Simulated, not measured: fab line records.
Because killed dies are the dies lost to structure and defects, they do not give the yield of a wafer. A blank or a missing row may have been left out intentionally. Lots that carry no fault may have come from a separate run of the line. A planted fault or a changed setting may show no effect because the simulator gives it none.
Code-filled problem report in 8D (eight disciplines) form    flow berkeley-cmos170    the parts of the form that need people (team, actions taken, sign-off) are left out

== 1. WHAT IS WRONG ==
PLDD_TW at UCB170_PLDD_TW_MEAS_11 reads a mean of 938 on 6 wafers of 2 lots; wafers without a fault read 1019 with a standard deviation of 6.4. That puts it -13 standard deviations away from the usual mean.
First observed at day 9 03:53: wafer L673.2, on film-metro-01. At this step, 36 wafers from 12 lots have a number in the record. Rule for "out", or "out of limits": more than 4 standard deviations from the usual mean. Any other wafer with a number is counted as sound.

== 2. WHAT IT IS; WHAT IT IS NOT ==
question                     is                            is not
which readings at this step  PLDD_TW                       -
which lots                   L673, L676                    L659, L660, L661, L662, L663, L664, L665, L666, L667, L680
which wafers of those lots   all that have a number        -
read on which gauges         film-metro-01, film-metro-03  film-metro-04
when                         from day 9 03:53              up to then (27 sound wafers); but 3 sound wafers of L680 came after

== 3. SUSPECTS, AND WHAT RULES EACH OUT ==
Counting: any tool at a process step up to the reading is kept as a suspect provided that every lot that is out went through it and no sound lot did after the first of them.
- the gauge at UCB170_PLDD_TW_MEAS_11 is ruled out. Those wafers that are out were read across 2 gauges (film-metro-01, film-metro-03).
- implanter-04 at UCB170_PLDD_IMPLANT_09: kept. All lots that are out passed through it, beginning with L673 at day 9 03:37, and no sound lot followed; its final sound lot before that point was L665 at day 7 10:55. Its own dose-ions-cm2, faraday-current-uA readings are out on those wafers.
The count leaves implanter-04 at UCB170_PLDD_IMPLANT_09.

== 4. THE CAUSE (what the simulator had put in) ==
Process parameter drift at UCB170_PLDD_IMPLANT_09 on implanter-04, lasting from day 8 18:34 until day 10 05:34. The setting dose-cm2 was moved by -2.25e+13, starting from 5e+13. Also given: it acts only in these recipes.
Only this tool survived the counting.

== 5. SEQUENCE OF EFFECTS, ordered by route ==
One row per reading whose mean, taken over the struck wafers that have a number, lies over 3 standard deviations from the usual. Readings are gone through only where the record gives a usual standard deviation; hours: the median, over the lots, of the time from a lot's start at the first step in this table giving one to that lot's start at this step; sigmas: the change measured in usual standard deviations.
hours  step                        reading             usual          on struck wafers  change      sigmas
0      UCB170_PLDD_IMPLANT_09      dose-ions-cm2       5.001e+13      2.754e+13         -2.246e+13  -99 or more
0      UCB170_PLDD_IMPLANT_09      faraday-current-uA  158            87                -71         -23
0      UCB170_PLDD_TW_MEAS_11      PLDD_TW             1019           938               -81         -13
11     UCB170_SDANNEAL_RS_MEAS_04  PLDD_RS             1030.3 ohm/sq  1257.2            +226.9      +84
Process steps it contains:
- UCB170_PLDD_IMPLANT_09
Later steps that measure or inspect, where all struck wafers having a row at the step show a number for every such reading and not one has moved that far: UCB170_V1_THK_MEAS_01, UCB170_M3_OVL_MEAS_16.

== 6. WHAT WOULD HAVE CAUGHT IT SOONER ==
In this record the first reading out of limits at a measuring or inspecting step was taken at day 9 03:53, 9 hours after the fault began at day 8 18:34.
The tool's own readings at UCB170_PLDD_IMPLANT_09 were out on every struck wafer that the step has a row for (dose-ions-cm2, faraday-current-uA): an alarm limit on them would have fired on the first of those.
Of the lots that are out (2), L676 began UCB170_PLDD_IMPLANT_09 on implanter-04 after day 9 03:53. A tool hold placed at that time would have kept it from harm.
